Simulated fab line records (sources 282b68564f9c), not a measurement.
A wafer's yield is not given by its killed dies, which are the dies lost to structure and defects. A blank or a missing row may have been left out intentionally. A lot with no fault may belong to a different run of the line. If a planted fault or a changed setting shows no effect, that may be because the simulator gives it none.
Which of the tools did it? | flow rit-cmos | 14 lots, 42 wafers sampled, at 2 steps of a route of 202

== WHAT EACH GAUGE READ, for each wafer ==
RIT_GATE_OVL_MEAS_17. Usual: GATE_OVL typically reads 0.2 nm, with standard deviation 1.3.
lot  | measured    | on         | GATE_OVL (nm)                       | flag
L617 | day 2 13:57 | overlay-01 | -1.4 -0.1 0.1                       |
L619 | day 3 00:20 | overlay-01 | 0.0 -1.6 -0.5                       |
L620 | day 3 03:47 | overlay-01 | -1.4 0.2 1.1                        |
L621 | day 3 09:40 | overlay-01 | 1.1 1.3 -0.8                        |
L624 | day 4 00:19 | overlay-02 | -2.8 -2.5 -1.6                      |
L626 | day 4 14:16 | overlay-01 | 0.0 0.1 0.5                         |
L627 | day 4 16:01 | overlay-01 | -0.8 -0.7 -0.3                      |
L628 | day 4 19:46 | overlay-02 | 1.7 0.5 0.2                         |
L629 | day 5 01:47 | overlay-02 | 0.0 -0.3 -0.3                       |
L632 | day 5 20:23 | overlay-02 | -0.4 -0.1 1.5                       |
L633 | day 5 22:02 | overlay-02 | 110.9 112.3 112.3 110.4 111.5 112.0 | OFF
L634 | day 6 02:20 | overlay-01 | 0.5 3.0 -0.1                        |
L635 | day 6 11:25 | overlay-02 | 112.0 113.8 112.1 111.5 113.5 111.1 | OFF
L637 | day 6 16:46 | overlay-02 | 0.2 0.3 0.4                         |

== WHICH TOOL RAN EACH LOT (tool, then ch and the chambers of the sampled wafers, then the start) ==
lot  | RIT_GATE_EXPOSE_13
L617 | iline-stepper-02 ch 0, day 2 13:26
L619 | iline-stepper-02 ch 0, day 2 23:49
L620 | iline-stepper-01 ch 0, day 3 03:16
L621 | iline-stepper-02 ch 0, day 3 09:01
L624 | iline-stepper-02 ch 0, day 3 23:48
L626 | iline-stepper-02 ch 0, day 4 13:45
L627 | iline-stepper-01 ch 0, day 4 15:29
L628 | iline-stepper-01 ch 0, day 4 19:14
L629 | iline-stepper-02 ch 0, day 5 01:16
L632 | iline-stepper-02 ch 0, day 5 19:53
L633 | iline-stepper-02 ch 0, day 5 21:31
L634 | iline-stepper-01 ch 0, day 6 01:49
L635 | iline-stepper-02 ch 0, day 6 10:54
L637 | iline-stepper-01 ch 0, day 6 16:17
- RIT_GATE_EXPOSE_13: exposes mask M6, target cd 150 nm.

== AS READ BY THE TOOLS THEMSELVES (means over the sampled wafers that have a number; for cases with no such wafer, the mark the record gives instead) ==
RIT_GATE_EXPOSE_13. Usual: reticle-temp-C reads 23.00 C (standard deviation 0.1).
lot  | tool             | reticle-temp-C (C) | flag
L617 | iline-stepper-02 | 22.95              |
L619 | iline-stepper-02 | 22.95              |
L620 | iline-stepper-01 | 22.93              |
L621 | iline-stepper-02 | 23.08              |
L624 | iline-stepper-02 | 22.93              |
L626 | iline-stepper-02 | 22.95              |
L627 | iline-stepper-01 | 22.94              |
L628 | iline-stepper-01 | 23.04              |
L629 | iline-stepper-02 | 22.93              |
L632 | iline-stepper-02 | 23.06              |
L633 | iline-stepper-02 | 23.04              |
L634 | iline-stepper-01 | 23.01              |
L635 | iline-stepper-02 | 22.95              |
L637 | iline-stepper-01 | 23.05              |

== THE ANSWER, worked out from the rows above alone ==
Rule: a lot is off if the mean of its wafers that have a number lies more than 3 standard deviations from the usual mean. A lot without any number at a reading at which 4 lots or more have one is off too. The other lots that the step has rows for count as sound. Order of review: gauges by route order, followed by the tools' own readings, for which a lot's mean as printed above is used. The first step at which some lot is off is used, and at that step the reading that is off furthest; a lot without a number counts as furthest.
Off: at RIT_GATE_OVL_MEAS_17 (GATE_OVL), L633, L635.
If a tool, at a process step before that reading, ran all the lots that are off and no sound lot after the first of them, it fits. Those tools and the gauges at RIT_GATE_OVL_MEAS_17 are tried in the same way. One fits: RIT_GATE_EXPOSE_13 on iline-stepper-02. Its last sound lot is L632 (day 5 19:53), its first lot that is off L633 (day 5 21:31): a fault that began between those two fits.

== WHAT THE SIMULATOR HAD PUT IN ==
Scanner matching overlay: iline-stepper-02, from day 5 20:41 on, at RIT_GATE_EXPOSE_13. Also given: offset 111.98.
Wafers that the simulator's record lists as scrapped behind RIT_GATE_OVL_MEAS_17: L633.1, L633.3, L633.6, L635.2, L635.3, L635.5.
Struck lots among those shown: L633, L635. The same result came from the rule above.
